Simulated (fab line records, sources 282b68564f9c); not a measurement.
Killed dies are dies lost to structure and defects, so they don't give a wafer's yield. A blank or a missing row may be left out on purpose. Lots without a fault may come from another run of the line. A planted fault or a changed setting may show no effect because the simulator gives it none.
fab line records | flow rit_cmos
record lots=6 wafers=18 last_day=7
route steps=202 shown NWELL@35 PWELL@39 WELLDRIVE@50 NRETRO@53 M1@202
lots that met no fault: from a run of the same line without faults
start_h: hours from the record's first day to the start of the lot's first wafer shown | wait_h: hours since the lot's step before | " the same as in the row above | L1.1+2: a row that stands for several wafers | - no value, or no start given | * or withheld: withheld | < > ~ a bound
route shown NAME@n: a module of which the file shows steps, and the number in the route of the first | usual: mean/standard deviation of fault-free wafers | same: alike in all rows | chamber/n: place in a boat | sites: the reading at each site | _std_site: their standard deviation | _edge_site: outer sites' mean less inner sites' | radius_mm: how far each site lies from the wafer's centre | mask NAME#n: copy n | behind: the tool/chamber that last shaped the wafer | hold: why the lot was held/for how many hours/how that ended | device: the transistor (n, p or np) that didn't switch | end of line: the same wafers' tests at the end of the route | a step without rows: its recipe alone | killed: dies lost to structure and defects at the first sort, not the wafer's yield | map: a wafer's dies, x killed, . not, _ none there
set.NAME: the setting as run; set.NAME@STEP: as run at that earlier step | model.NAME: the simulator's own value behind a step, which no gauge read
lots at some steps of the route; a table a step, a row a wafer
services: from which hour (start_h, from the record's first day; less than 0 if before it) a tool's chamber was out of use, for how many hours, and why
## steps
# step RIT_NWELL_HARDBAKE_07
# recipe resist=NOVOLAK temp_c=140 time_s=120
# step RIT_NWELL_IMPLANT_08
# recipe species=P energy_kev=170 dose_cm2=5e+13 tilt_deg=7
# step RIT_NWELL_STRIP_09
# recipe chemistry=O2 time_s=180 resist=NOVOLAK platen_temp_c=withheld power_w=500 pressure_mtorr=4000 o2_flow_sccm=4000
# usual chamber_pressure_mTorr=4000/3.1 drypump_motor_current_A=5.8/0.37
# columns lot.wafer tool chamber start_h wait_h chamber_pressure_mTorr drypump_motor_current_A rf_hours_counter_h
L836.1 plasma_asher-02 1 26.34 0.1 3996 5.7 23
L836.2 " 0 " " 3998 6.2 23
L836.3 " 1 " " 4005 5.7 -
L840.1 plasma_asher-04 1 44.46 0.1 3997 5.7 42
L840.3 " 0 " " 4003 6.4 -
L840.6 " 0 " " 4000 6.4 -
L842.2 plasma_asher-02 1 54.89 0.1 3997 5.7 26
L842.4 " 0 " " 4000 6.2 -
L842.6 " 1 " " 3998 5.7 -
L845.1 plasma_asher-04 0 68.47 0.1 4011 6.4 44
L845.2 " 1 " " 3998 5.8 44
L845.4 " 0 " " 4004 6.4 -
L848.2 plasma_asher-02 0 85.16 0.1 4002 6.2 30
L848.3 " 0 " " 4002 6.2 -
L848.5 " 1 " " 3998 5.7 -
L858.3 plasma_asher-03 1 132.55 0.1 4001 5.2 -
L858.4 " 0 " " 4001 5.8 -
L858.6 " 1 " " 3998 5.2 -
# step RIT_NWELL_TW_MEAS_10
# usual NWELL_TW=2154/14
# columns lot.wafer tool chamber start_h wait_h NWELL_TW
L836.1 film_metro-03 - 26.52 0.1 2149
L836.2 " - " " 2150
L836.3 " - " " 2163
L840.1 film_metro-02 - 44.63 0.1 2142
L840.3 " - " " 2147
L840.6 " - " " 2141
L842.2 film_metro-03 - 55.08 0.1 2175
L842.4 " - " " 2173
L842.6 " - " " 2154
L845.1 film_metro-01 - 68.64 0.1 2168
L845.2 " - " " 2170
L845.4 " - " " 2178
L848.2 film_metro-01 - 85.35 0.1 2167
L848.3 " - " " 2154
L848.5 " - " " 2164
L858.3 film_metro-01 - 132.68 0.1 2152
L858.4 " - " " 2143
L858.6 " - " " 2156
# step RIT_PWELL_HMDS_00
# recipe prime_time_s=60 prime_temp_c=140
# step RIT_PWELL_COAT_01
# recipe resist=NOVOLAK spin_rpm=2000 resist_thk_nm=1300
# step RIT_PWELL_SOFTBAKE_02
# recipe resist=NOVOLAK temp_c=90 time_s=60
# step RIT_PWELL_EXPOSE_03
# recipe mask_id=M3 na=0.57 target_cd_nm=43700 dose_mj=250
# step RIT_PWELL_PEB_04
# recipe resist=NOVOLAK temp_c=withheld time_s=withheld
# step RIT_PWELL_DEVELOP_05
# recipe resist=NOVOLAK develop_time_s=68 dev_temp_c=23
# step RIT_PWELL_OVL_MEAS_06
# usual PWELL_OVL=-0.5/1.3
# columns lot.wafer tool chamber start_h wait_h PWELL_OVL[nm]
L836.1 overlay-02 - 27.46 - 1.6
L836.2 " - " " -0.8
L836.3 " - " " -1.2
L840.1 overlay-01 - 45.57 - -1.2
L840.3 " - " " -0.9
L840.6 " - " " 0.3
L842.2 overlay-01 - 56.14 - -2.6
L842.4 " - " " -0.7
L842.6 " - " " -1.8
L845.1 overlay-02 - 69.58 - -0.4
L845.2 " - " " -2.2
L845.4 " - " " -0.8
L848.2 overlay-02 - 86.29 - 0.0
L848.3 " - " " 0.3
L848.5 " - " " 0.2
L858.3 overlay-02 - 133.82 - -0.3
L858.4 " - " " -1.3
L858.6 " - " " 0.5
# step RIT_PWELL_HARDBAKE_07
# recipe resist=NOVOLAK temp_c=140 time_s=120
# step RIT_PWELL_IMPLANT_08
# recipe species=B energy_kev=170 dose_cm2=7e+13 tilt_deg=7
# usual beam_on_s=9.97/0.2 faraday_current_uA=223/4.5
# columns lot.wafer tool chamber start_h wait_h beam_on_s faraday_current_uA
L836.1 implanter-02 0 27.75 0.2 10.22 218
L836.2 " 0 " " 9.61 230
L836.3 " 0 " " 9.81 226
L840.1 implanter-03 0 45.86 0.2 9.92 224
L840.3 " 0 " " 9.95 222
L840.6 " 0 " " 9.53 231
L842.2 implanter-03 0 56.44 0.2 8.88 250
L842.4 " 0 " " 9.05 247
L842.6 " 0 " " 8.74 254
L845.1 implanter-03 0 69.87 0.2 8.90 249
L845.2 " 0 " " 9.00 245
L845.4 " 0 " " 8.97 248
L848.2 implanter-01 0 86.59 0.2 9.81 226
L848.3 " 0 " " 10.21 217
L848.5 " 0 " " 9.85 226
L858.3 implanter-02 0 134.14 0.2 10.05 222
L858.4 " 0 " " 9.83 225
L858.6 " 0 " " 10.16 219
# step RIT_PWELL_STRIP_09
# recipe chemistry=O2 time_s=180 resist=NOVOLAK platen_temp_c=withheld power_w=500 pressure_mtorr=4000 o2_flow_sccm=4000
# usual chamber_pressure_mTorr=4000/3.6 drypump_motor_current_A=5.8/0.37
# columns lot.wafer tool chamber start_h wait_h chamber_pressure_mTorr drypump_motor_current_A rf_hours_counter_h
L836.1 plasma_asher-02 0 27.90 0.1 4003 6.2 24
L836.2 " 1 " " 3998 5.7 24
L836.3 " 0 " " 4000 6.2 -
L840.1 plasma_asher-03 0 46.01 0.1 4005 5.8 35
L840.3 " 0 " " 3997 5.8 -
L840.6 " 1 " " 4004 5.2 -
L842.2 plasma_asher-03 0 56.57 0.1 3998 5.8 36
L842.4 " 0 " " 3999 5.8 -
L842.6 " 0 " " 4004 5.8 -
L845.1 plasma_asher-03 1 70.02 0.1 4002 5.2 38
L845.2 " 0 " " 4000 5.8 38
L845.4 " 0 " " 3997 5.8 -
L848.2 plasma_asher-03 0 86.72 0.1 3999 5.8 40
L848.3 " 1 " " 4000 5.2 -
L848.5 " 0 " " 4007 5.8 -
L858.3 plasma_asher-03 1 134.30 0.1 3998 5.2 -
L858.4 " 0 " " 4004 5.8 -
L858.6 " 0 " " 4003 5.9 -
# step RIT_PWELL_TW_MEAS_10
# usual PWELL_TW=955/6.2
# columns lot.wafer tool chamber start_h wait_h PWELL_TW
L836.1 film_metro-03 - 28.07 0.1 956
L836.2 " - " " 958
L836.3 " - " " 963
L840.1 film_metro-01 - 46.18 0.1 958
L840.3 " - " " 961
L840.6 " - " " 957
L842.2 film_metro-03 - 56.75 0.1 928
L842.4 " - " " 924
L842.6 " - " " 925
L845.1 film_metro-01 - 70.19 0.1 933
L845.2 " - " " 936
L845.4 " - " " 938
L848.2 film_metro-01 - 86.90 0.1 955
L848.3 " - " " 957
L848.5 " - " " 953
L858.3 film_metro-01 - 134.44 0.1 958
L858.4 " - " " 956
L858.6 " - " " 960
# step RIT_WELLDRIVE_ANNEAL_00
# recipe temp_c=1100 time_s=14700 ambient=N2
# step RIT_WELLDRIVE_RS_MEAS_01
# recipe thk_meas_gauge=four-point-probe
# usual NWELL_RS=275.7/0.85
# columns lot.wafer tool chamber start_h wait_h NWELL_RS[ohm/sq]
L836.1 film_metro-02 - 33.21 0.0 276.8
L836.2 " - " " 276.4
L836.3 " - " " 276.7
L840.1 film_metro-03 - 51.33 0.0 276.0
L840.3 " - " " 275.8
L840.6 " - " " 275.5
L842.2 film_metro-02 - 62.41 0.0 275.4
L842.4 " - " " 275.3
L842.6 " - " " 274.9
L845.1 film_metro-01 - 77.93 0.0 276.9
L845.2 " - " " 275.9
L845.4 " - " " 276.3
L848.2 film_metro-01 - 94.52 0.0 275.8
L848.3 " - " " 275.7
L848.5 " - " " 275.4
L858.3 film_metro-03 - 141.04 0.0 276.0
L858.4 " - " " 275.6
L858.6 " - " " 276.2
# step RIT_WELLDRIVE_RS_MEAS_02
# recipe thk_meas_gauge=four-point-probe
# usual PWELL_RS=429.9/1.3
# columns lot.wafer tool chamber start_h wait_h PWELL_RS[ohm/sq]
L836.1 film_metro-02 - 33.33 0.1 430.2
L836.2 " - " " 431.4
L836.3 " - " " 429.9
L840.1 film_metro-03 - 51.45 0.1 430.4
L840.3 " - " " 429.5
L840.6 " - " " 429.5
L842.2 film_metro-02 - 62.53 0.1 461.4
L842.4 " - " " 463.2
L842.6 " - " " 462.6
L845.1 film_metro-01 - 78.05 0.1 457.5
L845.2 " - " " 458.2
L845.4 " - " " 458.4
L848.2 film_metro-01 - 94.64 0.1 428.5
L848.3 " - " " 428.6
L848.5 " - " " 429.4
L858.3 film_metro-03 - 141.16 0.1 431.1
L858.4 " - " " 429.6
L858.6 " - " " 431.3
# step RIT_NRETRO_HMDS_00
# recipe prime_time_s=60 prime_temp_c=140
# step RIT_M1_PROBE_99
# usual killed_at_front_end=6.5/2.8 killed_dies=6.5/2.8 killed_open=3.2/1.8 killed_short=3.3/2
# same gross_dies=264 killed_at_M0_to_M3=0 killed_at_M4_up=0 killed_at_back_side=0 killed_at_contacts=0 killed_at_other=0
# columns lot.wafer tool chamber start_h wait_h killed_at_front_end killed_dies killed_open killed_short model.etest.nmos_0p3.r_on_ohm_um model.etest.pwell_pinched.rs_ohm_sq model.etest.pwell.rs_ohm_sq model.etest.nmos_turned.drive_ua_um model.etest.nmos_0p15.drive_ua_um model.etest.nmos_narrow.drive_ua_um model.etest.nmos_0p3.drive_ua_um model.etest.well_edge_right.line_ohm_um
L836.1 prober-01 - 68.39 0.1 10 10 3 5 2224 455.4 412.2 300.6 450.1 216.2 215.3 183.6
L836.2 prober-01 - 68.44 0.1 5 5 3 2 2213 462 413.8 298.1 453.1 220.2 219.2 185.9
L836.3 prober-01 - 68.49 0.2 4 4 1 2 2239 462.6 415 292.7 450.7 215.9 214.5 180.7
L840.1 prober-02 - 83.06 0.1 6 6 3 3 2227 464.6 419.6 313.1 452.1 223.5 219.3 181.2
L840.3 prober-02 - 83.16 0.2 7 7 0 7 2214 454.7 414.6 320.1 455.3 222.4 219.7 182.1
L840.6 prober-02 - 83.31 0.2 4 4 3 1 2169 457.8 416.6 313.2 457.2 222.1 220.7 183.7
L842.2 prober-01 - 95.36 0.1 6 6 4 2 2069 484.9 446.5 347.1 495.3 238.7 240 177.2
L842.4 prober-01 - 95.46 0.2 6 6 3 3 2104 500.6 449.5 331.9 483 235.7 234.4 180.3
L842.6 prober-01 - 95.56 0.2 4 4 2 2 2078 493 449.9 330.4 486.7 237.1 235.8 175.9
L845.1 prober-02 - 112.82 0.1 2 2 2 0 2083 495.4 448.8 344 492.7 240.9 236.8 178.9
L845.2 prober-02 - 112.87 0.1 9 9 2 7 2089 502.8 449.5 350.4 501.4 244.2 244.3 180.1
L845.4 prober-02 - 112.97 0.2 11 11 6 5 2093 492.2 446.2 340.9 501.9 239.7 238.9 181.3
L848.2 prober-01 - 128.44 0.1 6 6 2 4 2156 450.6 407.5 335 483.2 224.1 222.1 183.2
L848.3 prober-01 - 128.49 0.2 6 6 1 5 2176 457.7 412.7 325.2 466.7 218 221.9 182
L848.5 prober-01 - 128.59 0.2 4 4 2 2 2154 448.1 408.6 338.6 485.4 221.8 222.3 184.4
L858.3 prober-01 - 175.48 0.2 9 9 5 4 2151 467.6 420.6 336.1 474.2 222.3 223.3 183.7
L858.4 prober-01 - 175.53 0.2 14 14 8 6 2149 464.4 415.6 341.5 481.6 224.7 226.5 182.6
L858.6 prober-01 - 175.63 0.2 4 4 4 0 2143 465.1 414 337.2 473.1 224.2 221 183.1
# killed by level:class
L836.1 GATE:geometric_particle:short=3 FOX1:geometric_particle:open=2 SILICIDE:geometric_particle:short=2 PLDD:coat_microbubble_printed=2 SILICIDE:geometric_particle:open=1
L836.2 FOX1:geometric_particle:short=2 FOX1:geometric_particle:open=1 GATE:geometric_particle:open=1 SPACER:geometric_particle:open=1
L836.3 FOX1:geometric_particle:short=1 GATE:geometric_particle:open=1 REOX:geometric_particle:short=1 PLDD:coat_microbubble_printed=1
L840.1 GATE:geometric_particle:open=1 GATE:geometric_particle:short=1 REOX:geometric_particle:open=1 SPACER:geometric_particle:open=1 SPACER:geometric_particle:short=1 SILICIDE:geometric_particle:short=1
L840.3 GATE:geometric_particle:short=4 FOX1:geometric_particle:short=1 FOX2:geometric_particle:short=1 REOX:geometric_particle:short=1
L840.6 GATE:geometric_particle:open=2 FOX2:geometric_particle:open=1 SILICIDE:geometric_particle:short=1
L842.2 ACTIVE:geometric_particle:short=1 GATE:geometric_particle:open=1 REOX:geometric_particle:short=1 REOX:geometric_particle:open=1 SPACER:geometric_particle:open=1 SILICIDE:geometric_particle:open=1
L842.4 GATE:geometric_particle:open=2 SPACER:geometric_particle:short=2 FOX1:geometric_particle:short=1 REOX:geometric_particle:open=1
L842.6 GATE:geometric_particle:short=2 REOX:geometric_particle:open=2
L845.1 GATE:geometric_particle:open=1 REOX:geometric_particle:open=1
L845.2 REOX:geometric_particle:short=4 GATE:geometric_particle:short=3 GATE:geometric_particle:open=1 REOX:geometric_particle:open=1
L845.4 GATE:geometric_particle:open=4 GATE:geometric_particle:short=3 REOX:geometric_particle:short=2 FOX1:geometric_particle:open=1 REOX:geometric_particle:open=1
L848.2 FOX1:geometric_particle:short=2 GATE:geometric_particle:open=1 REOX:geometric_particle:open=1 SPACER:geometric_particle:short=1 SILICIDE:geometric_particle:short=1
L848.3 SPACER:geometric_particle:short=2 FOX1:geometric_particle:short=1 GATE:geometric_particle:short=1 REOX:geometric_particle:open=1 SILICIDE:geometric_particle:short=1
L848.5 FOX2:geometric_particle:short=1 REOX:geometric_particle:open=1 REOX:geometric_particle:short=1 SPACER:geometric_particle:open=1
L858.3 REOX:geometric_particle:short=3 GATE:geometric_particle:open=2 REOX:geometric_particle:open=1 SPACER:geometric_particle:open=1 SILICIDE:geometric_particle:open=1 SILICIDE:geometric_particle:short=1
L858.4 REOX:geometric_particle:open=3 GATE:geometric_particle:short=2 GATE:geometric_particle:open=2 REOX:geometric_particle:short=2 SPACER:geometric_particle:open=2 ACTIVE:geometric_particle:open=1 FOX1:geometric_particle:short=1 SPACER:geometric_particle:short=1
L858.6 FOX1:geometric_particle:open=2 SPACER:geometric_particle:open=1 SILICIDE:geometric_particle:open=1
## services
# columns tool chamber start_h hours kind
plasma_asher-04 - 13.78 1.1 repair
implanter-02 - 19.99 3.6 pm
implanter-02 - 36.59 2.3 repair
plasma_asher-02 - 38.91 2.8 pm
implanter-03 - 42.50 3.2 pm
implanter-02 - 55.93 1.3 repair
implanter-01 - 78.59 2.9 repair
plasma_asher-03 - 102.96 1.5 repair
plasma_asher-02 - 119.58 1.3 repair
## key
first_sign step=RIT_PWELL_IMPLANT_08 reading=faraday_current_uA direction=up sigmas=5.8 usual=223 struck=249
effect step=RIT_PWELL_IMPLANT_08 reading=beam_on_s direction=down sigmas=5.2 usual=9.97 struck=8.92
effect step=RIT_PWELL_TW_MEAS_10 reading=PWELL_TW direction=down sigmas=4 usual=955 struck=931
effect step=RIT_WELLDRIVE_RS_MEAS_02 reading=PWELL_RS direction=up sigmas=24 usual=429.9 struck=460.2
model_effect step=RIT_M1_PROBE_99 value=etest.nmos_0p3.r_on_ohm_um without=2160 struck=2086
met_at RIT_PWELL_IMPLANT_08
struck_wafers L842.2,L842.4,L842.6,L845.1,L845.2,L845.4
tester_left_out L842,L845
onset_between 45.86 56.44
fault kind=process_parameter_drift tool=implanter-03 chamber=- onset_h=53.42 steps=RIT_PWELL_IMPLANT_08 channel=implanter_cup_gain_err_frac offset=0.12 shape=step end_h=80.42
# tester_left_out: of these lots the tester's yield and bins aren't shown, on N5 and GAA mostly nor the transistor test; their killed dies are dies lost to structure and defects alone, not to doping, threshold or leakage, so they don't give the yield
